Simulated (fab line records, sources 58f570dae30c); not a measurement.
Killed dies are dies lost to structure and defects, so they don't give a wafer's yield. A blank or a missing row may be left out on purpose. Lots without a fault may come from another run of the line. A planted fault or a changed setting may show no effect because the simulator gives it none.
Split-lot experiment | flow berkeley_cmos170 | 5 lots, 27 wafers read, on a route of 331 steps

THE SPLIT
At UCB170_M3_METAL_ETCH_18 (etches Al in Cl2/BCl3, stops on SiO2, target depth 1170 nm, time 195 s), the setting time_s was moved away from the recipe's 195 s on 12 of the 27 wafers read, by -57.5% to +54.6%. The other wafers ran this setting at the recipe's value.

FROM THE SPLIT TO THE READING: what the file shows between them, 1 step
- UCB170_M3_STRIP_19: strips in O2

THE READING
cd_nm, in nm, at UCB170_M3_CD_MEAS_90 (target cd 700 nm). Fault-free wafers of this fab line usually give 702.5 nm, standard deviation 2.6 nm.

wafer  | tool, chamber at the split | time_s as run, s | against the recipe | cd_nm, nm | against lot-mates on the recipe
L074.1 | rie_metal-03, 0            | 195              | recipe             | 705.4     | -
L074.2 | rie_metal-03, 0            | 82.92            | -57.5%             | 727.8     | +24.3
L074.3 | rie_metal-03, 0            | 82.92            | -57.5%             | 731.1     | +27.6
L074.4 | rie_metal-03, 0            | 82.92            | -57.5%             | 727.9     | +24.4
L074.5 | rie_metal-03, 0            | 195              | recipe             | 702.2     | -
L074.6 | rie_metal-03, 0            | 195              | recipe             | 702.8     | -
L075.1 | rie_metal-01, 0            | 195              | recipe             | 706.2     | -
L075.2 | rie_metal-01, 1            | 195              | recipe             | 701.2     | -
L075.3 | rie_metal-01, 0            | 117              | -40.0%             | 724.7     | +20.7
L075.4 | rie_metal-01, 1            | 117              | -40.0%             | 722.2     | +18.2
L075.5 | rie_metal-01, 0            | 195              | recipe             | 704.5     | -
L075.6 | rie_metal-01, 1            | 117              | -40.0%             | 719.5     | +15.5
L076.1 | rie_metal-04, 0            | 150.1            | -23.0%             | 714.5     | +10.1
L076.2 | rie_metal-04, 1            | 150.1            | -23.0%             | 714.5     | +10.1
L076.3 | rie_metal-04, 1            | 195              | recipe             | 705.6     | -
L076.4 | rie_metal-04, 0            | 150.1            | -23.0%             | 712.3     | +7.9
L076.5 | rie_metal-04, 0            | 195              | recipe             | 702.9     | -
L076.6 | rie_metal-04, 1            | 195              | recipe             | 704.7     | -
L084.1 | rie_metal-03, 0            | 195              | recipe             | 697.6     | -
L084.4 | rie_metal-03, 0            | 195              | recipe             | 700.5     | -
L084.5 | rie_metal-03, 1            | 195              | recipe             | 703.4     | -
L083.1 | rie_metal-04, 0            | 195              | recipe             | 699.0     | -
L083.2 | rie_metal-04, 1            | 195              | recipe             | 699.1     | -
L083.3 | rie_metal-04, 1            | 195              | recipe             | 699.7     | -
L083.4 | rie_metal-04, 0            | 301.5            | +54.6%             | 673.6     | -25.7
L083.5 | rie_metal-04, 0            | 301.5            | +54.6%             | 672.0     | -27.3
L083.6 | rie_metal-04, 1            | 301.5            | +54.6%             | 677.0     | -22.3

THE FIT
A straight line over all 27 wafers: cd_nm changes by -0.492 nm for each +1% of time_s; r = -0.99; the points scatter about the line by 2.5 nm.
The same after taking each lot's own level away (the mean of its wafers on the recipe; 27 wafers): -0.45 nm for each +1%; r = -0.99; scatter 1.8 nm.
On that fit, the largest move of time_s shifts the reading by 26 nm.
The lots' own levels span 699.27 to 704.40 nm, that is 2.0 times the standard deviation above.
So the lot-to-lot level changes the slope little: the two slopes agree.
Check: with one of the wafers moved furthest among these (-57.5%) left out of the fit, the line predicts +25.9 nm for it against its lot-mates. It came out at +24.3 nm against them.
Tool readings at the split's step, against how far the setting was moved: oes_product_au r = -0.80.

THE WHOLE CHAIN: every reading that the file lists as answering this split, in the file's order
step                    | what it does                                                           | reading                                                                   | change (the file's fit)                                                              | r (the file's)
UCB170_M3_METAL_ETCH_18 | etches Al in Cl2/BCl3, stops on SiO2, target depth 1170 nm, time 195 s | oes_product_au                                                            | not straight: 0.975 at the lowest setting, 0.859 at the recipe, 0.842 at the highest | not given
UCB170_M3_METAL_ETCH_18 | etches Al in Cl2/BCl3, stops on SiO2, target depth 1170 nm, time 195 s | M3.feature_depth_nm (the simulator's own value, which no gauge read)      | not straight: 486.1 at the lowest setting, 975.9 at the recipe, 1017 at the highest  | not given
UCB170_M3_METAL_ETCH_18 | etches Al in Cl2/BCl3, stops on SiO2, target depth 1170 nm, time 195 s | etch.depth_nm (the simulator's own value, which no gauge read)            | not straight: 486.1 at the lowest setting, 920.1 at the recipe, 921.1 at the highest | not given
UCB170_M3_METAL_ETCH_18 | etches Al in Cl2/BCl3, stops on SiO2, target depth 1170 nm, time 195 s | KrF_of_M3_COAT_10.thk_nm (the simulator's own value, which no gauge read) | -5.51 nm for each +1% of the setting                                                 | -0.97
UCB170_M3_STRIP_19      | strips in O2                                                           | oes_product_au                                                            | -0.00371 a.u. for each +1% of the setting                                            | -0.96
UCB170_M3_CD_MEAS_90    | target cd 700 nm                                                       | cd_nm                                                                     | -0.449 nm for each +1% of the setting                                                | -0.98

THE FILE'S OWN FIT
cd_nm changes by -0.449 nm for each +1% of time_s, r = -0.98.
